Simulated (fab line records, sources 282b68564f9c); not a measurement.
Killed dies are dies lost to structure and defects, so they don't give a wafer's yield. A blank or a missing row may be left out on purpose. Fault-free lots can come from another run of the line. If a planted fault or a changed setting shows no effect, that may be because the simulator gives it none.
Check for tools in common | flow rit cmos | Sample size 14 lots and 42 wafers

## WHY THIS WAS OPENED
RIT_SPACER_THK_MEAS_04, reading SPACER_NITRIDE_THK: flagged on 2 of 14 lots. No-fault wafers: 249.8 nm, standard deviation 2.3.
Rule: flag the lot when none of its wafers has a number, or when each of its wafers that has one lies beyond 4 standard deviations from that mean. All remaining lots are regarded as sound.

lot  | measured    | on            | SPACER_NITRIDE_THK (nm), wafer by wafer | flag
L454 | day 3 00:49 | film metro-01 | 247.2 248.8 248.9                       |
L455 | day 3 07:23 | film metro-01 | 245.3 245.3 246.9                       |
L456 | day 3 13:18 | film metro-03 | 251.1 252.3 250.7                       |
L457 | day 3 13:25 | film metro-04 | 248.3 249.8 247.8                       |
L459 | day 4 03:28 | film metro-01 | 248.0 248.0 247.0                       |
L461 | day 4 09:17 | film metro-04 | 248.6 249.3 247.6                       |
L462 | day 4 15:56 | film metro-04 | 420.4 420.3 421.8                       | FLAGGED
L463 | day 5 00:01 | film metro-04 | 419.3 420.3 419.8                       | FLAGGED
L472 | day 6 15:38 | film metro-01 | 248.3 249.2 246.6                       |
L473 | day 6 23:30 | film metro-01 | 251.9 253.1 251.4                       |
L474 | day 7 03:16 | film metro-04 | 252.1 252.4 252.3                       |
L475 | day 7 08:40 | film metro-03 | 252.2 251.6 251.8                       |
L476 | day 7 14:05 | film metro-03 | 252.8 249.1 252.4                       |
L477 | day 7 18:02 | film metro-03 | 249.4 250.3 251.7                       |
Average over the flagged lots: 420.3 nm; offset from the usual +170.5 nm, equal to +74 standard deviations.

## EACH LOT AND THE TOOL IT RAN ON
The record holds 1 process step before the reading, out of a route of 202 steps. Cell contents, in order: the tool; ch with the chambers the sampled wafers went through; the start.
lot  | flag    | RIT_SPACER_CVD_03
L454 |         | lpcvd-02 ch 0, day 2 22:53
L455 |         | lpcvd-02 ch 1, day 3 05:27
L456 |         | lpcvd-01 ch 1, day 3 11:22
L457 |         | lpcvd-02 ch 0, day 3 11:29
L459 |         | lpcvd-02 ch 0, day 4 01:32
L461 |         | lpcvd-02 ch 0, day 4 07:22
L462 | FLAGGED | lpcvd-02 ch 0, day 4 14:00
L463 | FLAGGED | lpcvd-02 ch 0, day 4 22:05
L472 |         | lpcvd-01 ch 1, day 6 13:43
L473 |         | lpcvd-01 ch 0, day 6 21:34
L474 |         | lpcvd-01 ch 0, day 7 01:21
L475 |         | lpcvd-01 ch 0, day 7 05:47
L476 |         | lpcvd-01 ch 0, day 7 11:11
L477 |         | lpcvd-02 ch 0, day 7 16:05
What is done by these steps:
- RIT_SPACER_CVD_03: deposits Si3N4 from SiH2Cl2/NH3, target thk 250 nm, time 3300 s.
- RIT_SPACER_THK_MEAS_04

## FLAGGED OVER TOTAL, TOOL BY TOOL (the gauges that took the reading come last)
step                   | tool          | lots run | flagged | share of the flagged lots | sound lots run after its first flagged lot
RIT_SPACER_CVD_03      | lpcvd-01      | 6        | 0       | none                      | -
RIT_SPACER_CVD_03      | lpcvd-02      | 8        | 2       | all                       | 1 (L477)
RIT_SPACER_THK_MEAS_04 | film metro-01 | 5        | 0       | none                      | -
RIT_SPACER_THK_MEAS_04 | film metro-03 | 4        | 0       | none                      | -
RIT_SPACER_THK_MEAS_04 | film metro-04 | 5        | 2       | all                       | 1 (L474)

## WHAT THE TABLE ALLOWS
Table rows that saw every flagged lot: 2, namely lpcvd-02 at RIT_SPACER_CVD_03 and film metro-04 at RIT_SPACER_THK_MEAS_04.
- lpcvd-02 at RIT_SPACER_CVD_03 ran 8 lots, 2 of them flagged. After the first flagged lot (L477), sound lots still ran on it; a lasting fault on the whole tool would not permit that. Its own readings (spike tc centre C, spike tc load C, spike tc source C, susceptor temp C) fall more than 4 standard deviations out on all wafers of the flagged lots.
- film metro-04 at RIT_SPACER_THK_MEAS_04 ran 5 lots, 2 of them flagged. After the first flagged lot (L474), sound lots still ran on it; a lasting fault on the whole tool would not permit that.
Every row of the table either missed a flagged lot or ran a sound lot after the first.

## WHAT WAS PUT IN BY THE SIMULATOR
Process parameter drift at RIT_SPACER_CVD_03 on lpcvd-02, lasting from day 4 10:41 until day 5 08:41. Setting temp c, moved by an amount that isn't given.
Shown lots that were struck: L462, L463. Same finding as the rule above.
